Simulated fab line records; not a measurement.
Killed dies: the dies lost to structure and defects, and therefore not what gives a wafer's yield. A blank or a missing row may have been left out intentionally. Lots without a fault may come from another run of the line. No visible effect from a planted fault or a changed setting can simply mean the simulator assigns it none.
Which tool was responsible? + flow berkeley cmos170 + 13 lots, 39 wafers sampled, at 5 steps of a route of 331

== WHAT THE GAUGES READ, wafer by wafer ==
UCB170_PSD_OVL_MEAS_07. Usual: PSD_OVL gives -1 nm (standard deviation 5.4).
| lot  | measured     | on         | PSD_OVL (nm) | flag |
|------|--------------|------------|--------------|------|
| L769 | day 6 16:04  | overlay-01 | 1 -3 0       |      |
| L768 | day 6 17:27  | overlay-01 | -6 1 -5      |      |
| L771 | day 6 22:26  | overlay-02 | -5 -10 -9    |      |
| L772 | day 6 22:35  | overlay-01 | 1 -4 -2      |      |
| L770 | day 6 22:43  | overlay-02 | 2 4 -10      |      |
| L774 | day 7 15:53  | overlay-01 | -3 -3 -2     |      |
| L777 | day 8 23:23  | overlay-02 | 12 6 12      |      |
| L778 | day 8 23:40  | overlay-02 | 0 7 3        |      |
| L779 | day 9 16:19  | overlay-02 | -3 -5 -4     |      |
| L781 | day 9 16:40  | overlay-02 | 4 8 4        |      |
| L783 | day 10 13:11 | overlay-02 | 6 2 2        |      |
| L789 | day 11 07:12 | overlay-01 | 2 2 8        |      |
| L790 | day 12 12:13 | overlay-02 | -5 -3 -3     |      |

UCB170_NSD_TW_MEAS_10. Usual: NSD_TW gives 4206 (standard deviation 31).
| lot  | measured     | on            | NSD_TW         | flag |
|------|--------------|---------------|----------------|------|
| L769 | day 6 19:57  | film metro-03 | 4217 4199 4190 |      |
| L768 | day 6 20:12  | film metro-03 | 4233 4211 4208 |      |
| L771 | day 7 00:13  | film metro-04 | 4209 4239 4233 |      |
| L772 | day 7 00:31  | film metro-02 | 4144 4159 4139 |      |
| L770 | day 7 00:47  | film metro-03 | 4195 4203 4192 |      |
| L774 | day 7 17:47  | film metro-04 | 4230 4200 4208 |      |
| L777 | day 9 01:17  | film metro-04 | 4215 4232 4236 |      |
| L778 | day 9 01:33  | film metro-02 | 4153 4193 4163 |      |
| L779 | day 9 18:23  | film metro-03 | 4203 4209 4209 |      |
| L781 | day 9 18:55  | film metro-04 | 4229 4229 4237 |      |
| L783 | day 10 16:43 | film metro-04 | 4246 4272 4267 |      |
| L789 | day 11 09:21 | film metro-03 | 4232 4226 4241 |      |
| L790 | day 12 14:28 | film metro-04 | 4216 4216 4202 |      |

UCB170_SILICIDE_RS_MEAS_02: the measuring method here is four-point-probe. Usual: SILICIDE_TI_RS gives 26.3 ohm/sq (standard deviation 0.35).
| lot  | measured     | on            | SILICIDE_TI_RS (ohm/sq) | flag |
|------|--------------|---------------|-------------------------|------|
| L769 | day 6 22:08  | film metro-03 | 26.2 25.6 25.9          |      |
| L768 | day 6 22:20  | film metro-01 | 27.0 26.9 27.4          |      |
| L771 | day 7 02:03  | film metro-01 | 26.5 26.3 26.8          |      |
| L772 | day 7 02:15  | film metro-04 | 26.4 25.8 26.4          |      |
| L770 | day 7 02:27  | film metro-04 | 25.8 26.0 25.6          |      |
| L774 | day 7 19:30  | film metro-04 | 26.3 26.0 26.0          |      |
| L777 | day 9 02:58  | film metro-04 | 26.0 26.2 25.9          |      |
| L778 | day 9 03:13  | film metro-01 | 26.3 26.2 26.3          |      |
| L779 | day 9 20:09  | film metro-03 | 26.0 26.1 26.0          |      |
| L781 | day 9 20:37  | film metro-03 | 26.6 26.3 26.8          |      |
| L783 | day 10 18:31 | film metro-01 | 27.1 27.1 27.3          |      |
| L789 | day 11 11:23 | film metro-03 | 26.4 26.1 26.0          |      |
| L790 | day 12 16:20 | film metro-01 | 26.6 26.6 26.2          |      |

== TOOL THAT RAN EACH LOT (tool first, then ch and the chambers of the sampled wafers, then the start) ==
| lot  | UCB170_SDANNEAL_RTA_01           | UCB170_SILICIDE_SPUTTER_01   |
|------|----------------------------------|------------------------------|
| L769 | rtp anneal-02 ch 0, day 6 21:29  | pvd sputter-03, day 6 22:05  |
| L768 | rtp anneal-01 ch 0, day 6 21:41  | pvd sputter-02, day 6 22:16  |
| L771 | rtp anneal-01 ch 0, day 7 01:22  | pvd sputter-01, day 7 02:01  |
| L772 | rtp anneal-02 ch 0, day 7 01:37  | pvd sputter-02, day 7 02:13  |
| L770 | rtp anneal-02 ch 0, day 7 01:49  | pvd sputter-03, day 7 02:25  |
| L774 | rtp anneal-01 ch 0, day 7 18:52  | pvd sputter-01, day 7 19:28  |
| L777 | rtp anneal-02 ch 0, day 9 02:19  | pvd sputter-03, day 9 02:54  |
| L778 | rtp anneal-01 ch 0, day 9 02:35  | pvd sputter-01, day 9 03:11  |
| L779 | rtp anneal-02 ch 0, day 9 19:29  | pvd sputter-03, day 9 20:03  |
| L781 | rtp anneal-01 ch 0, day 9 19:57  | pvd sputter-02, day 9 20:32  |
| L783 | rtp anneal-01 ch 0, day 10 17:45 | pvd sputter-03, day 10 18:20 |
| L789 | rtp anneal-01 ch 0, day 11 10:42 | pvd sputter-02, day 11 11:19 |
| L790 | rtp anneal-01 ch 0, day 12 15:38 | pvd sputter-01, day 12 16:15 |
- UCB170_SDANNEAL_RTA_01: time 5 s.
- UCB170_SILICIDE_SPUTTER_01: material Ti, target thk 30 nm, time 25 s.

== AS READ BY THE TOOLS THEMSELVES (means over the sampled wafers that have a number; for cases with no such wafer, the mark the record gives instead) ==
UCB170_SDANNEAL_RTA_01. Usual: anneal temp c max 1056.4, standard deviation 1.2; lamp power pct 37.1 %, standard deviation 1.7; wafer_temp_C_max 1053.8, standard deviation 1.
| lot  | tool          | anneal temp c max | lamp power pct (%) | wafer_temp_C_max | flag |
|------|---------------|-------------------|--------------------|------------------|------|
| L769 | rtp anneal-02 | 1056.4            | 38.7               | 1052.5           |      |
| L768 | rtp anneal-01 | 1056.0            | 35.4               | 1054.2           |      |
| L771 | rtp anneal-01 | 1056.6            | 35.3               | 1054.6           |      |
| L772 | rtp anneal-02 | 1056.1            | 38.8               | 1052.7           |      |
| L770 | rtp anneal-02 | 1056.9            | 38.8               | 1052.3           |      |
| L774 | rtp anneal-01 | 1056.6            | 35.3               | 1054.7           |      |
| L777 | rtp anneal-02 | 1056.6            | 38.8               | 1052.9           |      |
| L778 | rtp anneal-01 | 1055.9            | 35.3               | 1054.3           |      |
| L779 | rtp anneal-02 | 1056.7            | 38.7               | 1053.0           |      |
| L781 | rtp anneal-01 | 1055.3            | 35.4               | 1055.1           |      |
| L783 | rtp anneal-01 | 1056.0            | 35.4               | 1053.6           |      |
| L789 | rtp anneal-01 | 1056.4            | 35.3               | 1053.9           |      |
| L790 | rtp anneal-01 | 1055.4            | 35.4               | 1054.7           |      |

UCB170_SILICIDE_SPUTTER_01. Usual: throttle valve pct reads 29.8 % (standard deviation 1.3).
| lot  | tool           | throttle valve pct (%) | flag |
|------|----------------|------------------------|------|
| L769 | pvd sputter-03 | 29.5                   |      |
| L768 | pvd sputter-02 | 29.3                   |      |
| L771 | pvd sputter-01 | 29.5                   |      |
| L772 | pvd sputter-02 | 29.6                   |      |
| L770 | pvd sputter-03 | 29.3                   |      |
| L774 | pvd sputter-01 | 29.1                   |      |
| L777 | pvd sputter-03 | 29.2                   |      |
| L778 | pvd sputter-01 | 28.4                   |      |
| L779 | pvd sputter-03 | 30.9                   |      |
| L781 | pvd sputter-02 | 29.1                   |      |
| L783 | pvd sputter-03 | 30.8                   |      |
| L789 | pvd sputter-02 | 29.5                   |      |
| L790 | pvd sputter-01 | 29.8                   |      |

== THE ANSWER, worked out from the rows above alone ==
Rule: a lot counts as off when the mean over its wafers that have a number is more than 3 standard deviations away from the usual mean. A lot without any number at a reading at which 4 lots or more have one is off too. Any other lot the step has rows for is counted as sound. First the gauges in route order, then the tools' own readings, where a lot's mean is used as printed above. The first step at which some lot is off is used, and at that step the reading that is off furthest; a lot without a number counts as furthest.
None of the lots is off at any reading shown; this tells nothing.

== WHAT THE SIMULATOR HAD PUT IN ==
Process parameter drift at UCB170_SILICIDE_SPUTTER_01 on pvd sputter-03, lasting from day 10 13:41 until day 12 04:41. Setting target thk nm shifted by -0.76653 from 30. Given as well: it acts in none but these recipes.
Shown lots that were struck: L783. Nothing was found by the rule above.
